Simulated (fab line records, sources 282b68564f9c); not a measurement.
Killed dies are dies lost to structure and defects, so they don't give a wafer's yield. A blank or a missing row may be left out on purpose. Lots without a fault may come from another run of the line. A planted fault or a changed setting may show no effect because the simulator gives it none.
A struck lot beside a sound one | flow rit_cmos | 27 steps out of a route of 202
Sound: wafers L362.1, L362.3, L362.4. Struck: wafer L371.5. (L371.1, L371.6 of the same lot were not struck and are left out.) The cause comes at the end.
At each step with rows: each side's tool, then ch and its chambers, then its first start. Under that, the readings that differ: sound wafers | struck wafers | difference of the means | sigmas: that difference in standard deviations of wafers without a fault.
alike: readings whose means differ by less than 2 such deviations, and words and numbers that are the same on both sides. not compared: withheld readings, readings that some wafer has no value for, bounds like >300 that may hide the same value, and numbers for which the record gives no deviation and whose values overlap.
The two part at a step that has a row with sigmas, a row that says differs or no value, or rows on one side only. Numbers that don't overlap but have no deviation are shown without sigmas and don't part them. A reading that every wafer of one side lacks parts them only if that side has two wafers or more.

RIT_SDANNEAL_RTA_03: time 5 s.
  sound on rtp_anneal-02 ch 0, day 4 11:48; struck on rtp_anneal-01 ch 0, day 6 08:58
  alike: wafer_temp_C_max
RIT_SDANNEAL_RS_MEAS_04: measures by four-point-probe.
  sound on film_metro-02, day 4 11:52; struck on film_metro-02, day 6 09:01
  alike: PSD_RS
RIT_SDANNEAL_RS_MEAS_05: measures by four-point-probe.
  sound on film_metro-02, day 4 11:59; struck on film_metro-02, day 6 09:08
  alike: NSD_RS
RIT_SDANNEAL_RS_MEAS_06: measures by four-point-probe.
  sound on film_metro-02, day 4 12:06; struck on film_metro-02, day 6 09:16
  alike: PLDD_RS
RIT_SDANNEAL_RS_MEAS_07: measures by four-point-probe.
  sound on film_metro-02, day 4 12:13; struck on film_metro-02, day 6 09:23
  alike: NLDD_RS
then, 1 step without rows for these wafers: RIT_SILICIDE_WET_ETCH_00 (etches SiO2 in BOE, target depth 14 nm, time 15 s).
RIT_SILICIDE_SPUTTER_01: material Ti, target thk 30 nm, time 240 s.
  sound on pvd_sputter-04, day 4 12:21; struck on pvd_sputter-01, day 6 09:31
  alike: throttle_valve_pct
RIT_SILICIDE_RS_MEAS_02: measures by four-point-probe.
  sound on film_metro-01, day 4 12:30; struck on film_metro-04, day 6 09:40
  alike: SILICIDE_TI_RS
RIT_SILICIDE_THK_MEAS_03: measures by xrf.
  sound on film_metro-01, day 4 12:37; struck on film_metro-04, day 6 09:47
  alike: SILICIDE_TI_THK
RIT_SILICIDE_RTA_04: time 10.45 s, ramp up 5 s, ramp down 5 s.
  sound on rtp_anneal-01 ch 0, day 4 12:41; struck on rtp_anneal-02 ch 0, day 6 09:50
  alike: wafer_temp_C_max
then, 1 step without rows for these wafers: RIT_SILICIDE_WET_ETCH_05 (etches Ti in SPM, time 120 s).
RIT_SILICIDE_RTA_06: time 10 s, ramp up 5 s, ramp down 10 s.
  sound on rtp_anneal-02 ch 0, day 4 12:48; struck on rtp_anneal-01 ch 0, day 6 09:57
  alike: wafer_temp_C_max
RIT_CONTACT_CVD_00: deposits SiO2 from TEOS, target thk 400 nm, time 61 s.
  sound on pecvd-01 ch 0,1, day 4 12:52; struck on pecvd-03 ch 0, day 6 10:01
  reading                                  | sound             | struck | difference | sigmas
  model.SiO2_of_CONTACT_CVD_00.thk_nm (nm) | 398.7 396.8 403.1 | 571.3  | +171.8     |
  alike: heater_power_w, rf_fwd_power_W
RIT_CONTACT_THK_MEAS_01:
  sound on film_metro-01, day 4 12:55; struck on film_metro-01, day 6 10:18
  reading               | sound       | struck | difference | sigmas
  CONTACT_TEOS_THK (nm) | 399 397 403 | 571    | +171       | +30
  not compared: hold
then, 5 steps without rows for these wafers: RIT_CONTACT_COAT_03 (resist thk 1000 nm); RIT_CONTACT_SOFTBAKE_04 (time 60 s); RIT_CONTACT_EXPOSE_05 (exposes mask M11, target cd 1000 nm); RIT_CONTACT_PEB_06; RIT_CONTACT_DEVELOP_07 (develop time 124.3 s).
RIT_CONTACT_CD_MEAS_08: target cd 1000 nm.
  sound on cd_sem-01, day 4 14:04; struck on cd_sem-02, day 6 14:14
  reading    | sound                | struck | difference | sigmas
  cd_nm (nm) | 1002.4 1004.0 1004.2 | 999.3  | -4.2       | -2
RIT_CONTACT_OVL_MEAS_09:
  sound on overlay-02, day 4 14:11; struck on overlay-01, day 6 14:22
  alike: CONTACT_OVL
then, 1 step without rows for these wafers: RIT_CONTACT_HARDBAKE_10 (time 60 s).
RIT_CONTACT_ETCH_11: etches SiO2 in CHF3/CF4/Ar, stops on TiSi2, target depth 480 nm, time 320 s.
  sound on rie_diel-03 ch 0,1,3, day 4 14:22; struck on rie_diel-04 ch 1, day 6 14:35
  reading                             | sound             | struck | difference | sigmas
  CHF3_flow_sccm (sccm)               | 50.16 49.94 49.76 | 49.67  | -0.28      | -2
  model.etch.depth_nm (nm)            | 398.7 396.8 403.1 | 476.7  | +77.2      |
  model.CONTACT.feature_depth_nm (nm) | 398.7 396.8 403.1 | 476.7  | +77.2      |
  alike: cf4_flow_sccm, drypump_motor_current_A, mfc_ar_sccm, oes_product_au, rf_fwd_power_W, throttle_valve_pct
  not compared: rf_hours_counter_h
RIT_CONTACT_STRIP_12: strips in O2, time 180 s.
  sound on plasma_asher-04 ch 0,1, day 4 14:34; struck on plasma_asher-03 ch 0, day 6 15:01
  alike: drypump_motor_current_A, rf_refl_power_W
  not compared: rf_hours_counter_h
RIT_CONTACT_CD_MEAS_90: target cd 1000 nm.
  sound on cd_sem-01, day 4 14:44; struck on cd_sem-02, day 6 15:11
  reading    | sound                | struck | difference | sigmas
  cd_nm (nm) | 1002.5 1005.0 1003.9 | 999.3  | -4.5       | -2
RIT_CONTACT_CLEAN_13: cleans in SC1, time 600 s.
  sound on wet_bench-01 ch 0, day 4 14:52; struck on wet_bench-01 ch 0, day 6 15:22
  reading                                  | sound           | struck | difference | sigmas
  model.SiO2_of_CONTACT_CVD_00.thk_nm (nm) | 394.6 392.7 399 | 567.2  | +171.8     |
then, 1 step without rows for these wafers: RIT_CONTACT_CLEAN_14 (cleans in SC2, time 600 s).

WHERE THEY PART
First at RIT_CONTACT_THK_MEAS_01; last, within this record, at RIT_CONTACT_CD_MEAS_90.

WHY: what the simulator had put in
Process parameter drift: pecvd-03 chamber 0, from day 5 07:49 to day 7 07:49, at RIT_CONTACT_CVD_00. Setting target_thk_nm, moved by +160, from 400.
